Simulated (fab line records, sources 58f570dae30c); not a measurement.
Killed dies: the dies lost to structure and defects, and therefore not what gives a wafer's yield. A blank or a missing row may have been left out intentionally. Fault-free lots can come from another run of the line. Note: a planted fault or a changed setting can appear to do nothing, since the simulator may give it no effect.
Lot-split experiment	flow berkeley cmos170	23 wafers read across 5 lots, on a route 331 steps long

## SPLIT DETAILS
At UCB170_CONTACT_CVD_01 (deposits PSG from SiH4/O2/PH3, target thk 700 nm, time 2820 s), the setting o2 flow sccm was moved away from the recipe's 90 sccm on 10 of the 23 wafers read, by +11.3% to +14.7%. All remaining wafers had this setting at the recipe value.

Split to reading: the file shows no intervening step.

## THE READING
CONTACT_PSG_THK in nanometres, read at UCB170_CONTACT_THK_MEAS_02. A value of 696 nm with a standard deviation of 6.6 nm is what fault-free wafers of this fab line usually give.

wafer	tool, chamber at the split	o2 flow sccm as run, sccm	against the recipe	CONTACT_PSG_THK, nm	against lot-mates on the recipe
L078.1	lpcvd-02, 0	90	recipe	701	-
L078.3	lpcvd-02, 0	90	recipe	696	-
L078.4	lpcvd-02, 0	90	recipe	698	-
L079.1	-, -	100.2	+11.3%	727	no lot-mate on the recipe
L079.2	-, -	100.2	+11.3%	731	no lot-mate on the recipe
L079.4	-, -	100.2	+11.3%	730	no lot-mate on the recipe
L079.5	-, -	100.2	+11.3%	725	no lot-mate on the recipe
L079.6	-, -	100.2	+11.3%	732	no lot-mate on the recipe
L083.1	-, -	90	recipe	697	-
L083.3	-, -	90	recipe	693	-
L083.4	-, -	90	recipe	694	-
L083.5	-, -	90	recipe	696	-
L083.6	-, -	90	recipe	699	-
L081.1	-, -	90	recipe	691	-
L081.3	-, -	90	recipe	689	-
L081.4	-, -	90	recipe	691	-
L081.5	-, -	90	recipe	686	-
L081.6	-, -	90	recipe	688	-
L085.1	-, -	103.2	+14.7%	748	no lot-mate on the recipe
L085.2	-, -	103.2	+14.7%	744	no lot-mate on the recipe
L085.4	-, -	103.2	+14.7%	746	no lot-mate on the recipe
L085.5	-, -	103.2	+14.7%	746	no lot-mate on the recipe
L085.6	-, -	103.2	+14.7%	742	no lot-mate on the recipe

THE FIT
A straight line over all 23 wafers: CONTACT_PSG_THK changes by +3.38 nm for each +1% of o2 flow sccm; r = +0.98; the points scatter about the line by 4.2 nm.
Too few moved wafers have a lot-mate on the recipe to fit a line with each lot's own level taken away.

## THE WHOLE CHAIN: every reading that the file lists as answering this split, in the file's order
step	what it does	reading	change (the file's fit)	r (the file's)
UCB170_CONTACT_CVD_01	deposits PSG from SiH4/O2/PH3, target thk 700 nm, time 2820 s	PSG_of_CONTACT_CVD_01.thk nm (the simulator's own value, which no gauge read)	+3.36 nm for each +1% of the setting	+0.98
UCB170_CONTACT_THK_MEAS_02		CONTACT_PSG_THK	+3.38 for each +1% of the setting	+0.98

## THE FILE'S OWN FIT
CONTACT_PSG_THK changes by +3.38 nm for each +1% of o2 flow sccm, r = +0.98.
